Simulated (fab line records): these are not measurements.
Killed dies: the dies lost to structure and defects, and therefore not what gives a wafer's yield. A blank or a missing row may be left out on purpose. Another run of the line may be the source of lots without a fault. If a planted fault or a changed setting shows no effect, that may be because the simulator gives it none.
A lot that was struck, set against a sound lot ; flow rit-cmos ; 43 steps out of a route of 202
Sound: the wafers L742.2, L742.3, L742.6. Wafers L747.2, L747.3, L747.5 were the ones struck. The cause is named last.
Order at every step that has rows: each side's tool, ch and its chambers, its first start. Under that, the readings that differ: sound wafers ; struck wafers ; difference of the means ; sigmas: that difference in standard deviations of wafers without a fault.
alike: readings whose means differ by less than 2 such deviations, and words and numbers that are the same on both sides. not compared: withheld readings, readings that some wafer has no value for, bounds like >300 that may hide the same value, and numbers for which the record gives no deviation and whose values overlap.
A row with sigmas, a row that says differs or no value, or rows on one side alone: a step with any of these is where the two part. Numbers that have no deviation but don't overlap get no sigmas and don't part them. A reading missing from all wafers of one side parts the sides only when that side holds two or more wafers.

first, 3 steps without rows for these wafers: RIT_GATE_EXPOSE_13 (exposes mask M6, target cd 150 nm); RIT_GATE_PEB_14; RIT_GATE_DEVELOP_15 (develop time 50 s).
RIT_GATE_CD_MEAS_16 targets a cd of 150 nm.
  struck on cd-sem-02, day 5 05:24; sound on cd-sem-02, day 3 23:58
  alike: cd-nm
RIT_GATE_OVL_MEAS_17:
  struck on overlay-01, day 5 05:31; sound on overlay-01, day 4 00:04
  alike: GATE_OVL
then, 1 step without rows for these wafers: RIT_GATE_HARDBAKE_18 (time 60 s).
RIT_GATE_ETCH_19: etches poly-Si in SF6/CHF3/O2, stops on SiO2, time 165 s, target depth 312.5 nm.
  sound on rie-si-02 ch 2,3, day 4 00:32; struck on rie-si-01 ch 1,3, day 5 05:41
  alike: drypump-motor-current-A, oes-product-au, throttle-valve-pct
  not compared: rf-hours-counter-h
RIT_GATE_STRIP_20: strips in O2, time 180 s.
  sound on plasma-asher-02 ch 0,1, day 4 00:39; struck on plasma-asher-02 ch 0,1, day 5 05:48
  alike: drypump-motor-current-A, o2-flow-sccm, rf-refl-power-W
  not compared: rf-hours-counter-h
RIT_GATE_CD_MEAS_90 targets a cd of 150 nm.
  struck on cd-sem-01, day 5 05:59; sound on cd-sem-01, day 4 00:50
  alike: cd-nm
then, 3 steps without rows for these wafers: RIT_REOX_CLEAN_00 (cleans in SC1, time 600 s); RIT_REOX_CLEAN_01 (cleans in dHF, time 30 s); RIT_REOX_CLEAN_02 (cleans in SC2, time 600 s).
RIT_REOX_OXIDATION_03: target thk 25.2 nm, ox time 5580 s.
  sound on furnace-01 ch 0, day 4 01:20; struck on furnace-04 ch 0, day 5 06:38
  alike: ox-temp-c, tube_center_temp_C_max
RIT_REOX_THK_MEAS_04:
  struck on film-metro-03, day 5 09:11; sound on film-metro-03, day 4 03:54
  alike: REOX_OXIDE_THK
then, 6 steps without rows for these wafers: RIT_NLDD_HMDS_00 (prime time 60 s); RIT_NLDD_COAT_01 (resist thk 1000 nm); RIT_NLDD_SOFTBAKE_02 (time 60 s); RIT_NLDD_EXPOSE_03 (exposes mask M7, target cd 40700 nm); RIT_NLDD_PEB_04; RIT_NLDD_DEVELOP_05 (develop time 50 s).
RIT_NLDD_OVL_MEAS_06:
  struck on overlay-02, day 5 10:15; sound on overlay-01, day 4 04:56
  alike: NLDD_OVL
then, 2 steps without rows for these wafers: RIT_NLDD_HARDBAKE_07 (time 60 s); RIT_NLDD_IMPLANT_08.
RIT_NLDD_STRIP_09: strips in O2, time 180 s.
  sound on plasma-asher-04 ch 1, day 4 05:16; struck on plasma-asher-04 ch 0,1, day 5 10:35
  alike: drypump-motor-current-A, o2-flow-sccm, rf-refl-power-W
  not compared: rf-hours-counter-h
RIT_NLDD_TW_MEAS_10:
  struck on film-metro-02, day 5 10:46; sound on film-metro-04, day 4 05:27
  alike: NLDD_TW
then, 6 steps without rows for these wafers: RIT_PLDD_HMDS_00 (prime time 60 s); RIT_PLDD_COAT_01 (resist thk 1000 nm); RIT_PLDD_SOFTBAKE_02 (time 60 s); RIT_PLDD_EXPOSE_03 (exposes mask M8, target cd 40900 nm); RIT_PLDD_PEB_04; RIT_PLDD_DEVELOP_05 (develop time 50 s).
RIT_PLDD_OVL_MEAS_06:
  struck on overlay-01, day 5 11:40; sound on overlay-02, day 4 06:22
reading;sound;struck;difference;sigmas
PLDD_OVL (nm);-1.5 0.1 -3.2;1.4 1.3 2.6;+3.3;+2
then, 2 steps without rows for these wafers: RIT_PLDD_HARDBAKE_07 (time 60 s); RIT_PLDD_IMPLANT_08.
RIT_PLDD_STRIP_09: strips in O2, time 180 s.
  sound on plasma-asher-01 ch 0,1, day 4 06:41; struck on plasma-asher-01 ch 0,1, day 5 12:00
  alike: drypump-motor-current-A, o2-flow-sccm, rf-refl-power-W
  not compared: rf-hours-counter-h
RIT_PLDD_TW_MEAS_10:
  struck on film-metro-01, day 5 12:11; sound on film-metro-02, day 4 06:52
  alike: PLDD_TW
then, 4 steps without rows for these wafers: RIT_SPACER_CLEAN_00 (cleans in SC1, time 600 s); RIT_SPACER_CLEAN_01 (cleans in dHF, time 30 s); RIT_SPACER_CLEAN_02 (cleans in SC2, time 600 s); RIT_SPACER_CVD_03 (deposits Si3N4 from SiH2Cl2/NH3, target thk 250 nm, time 3300 s).
RIT_SPACER_THK_MEAS_04:
  struck on film-metro-01, day 5 14:40; sound on film-metro-03, day 4 09:14
  alike: SPACER_NITRIDE_THK
RIT_SPACER_ETCHBACK_05: etches Si3N4 in SF6/CHF3, stops on SiO2, target depth 250 nm, time 240 s.
  sound on rie-diel-04 ch 1,2,3, day 4 09:17; struck on rie-diel-01 ch 0,2, day 5 14:43
  alike: drypump-motor-current-A, oes-product-au, throttle-valve-pct
  not compared: rf-hours-counter-h
RIT_M1_PROBE_99:
  rows exist in the record for the struck wafers here (prober-01, day 6 01:52), but not for the sound ones

WHERE THEY PART
Last at RIT_M1_PROBE_99 as far as this record goes, first at RIT_PLDD_OVL_MEAS_06.

WHY: whatever the simulator had introduced
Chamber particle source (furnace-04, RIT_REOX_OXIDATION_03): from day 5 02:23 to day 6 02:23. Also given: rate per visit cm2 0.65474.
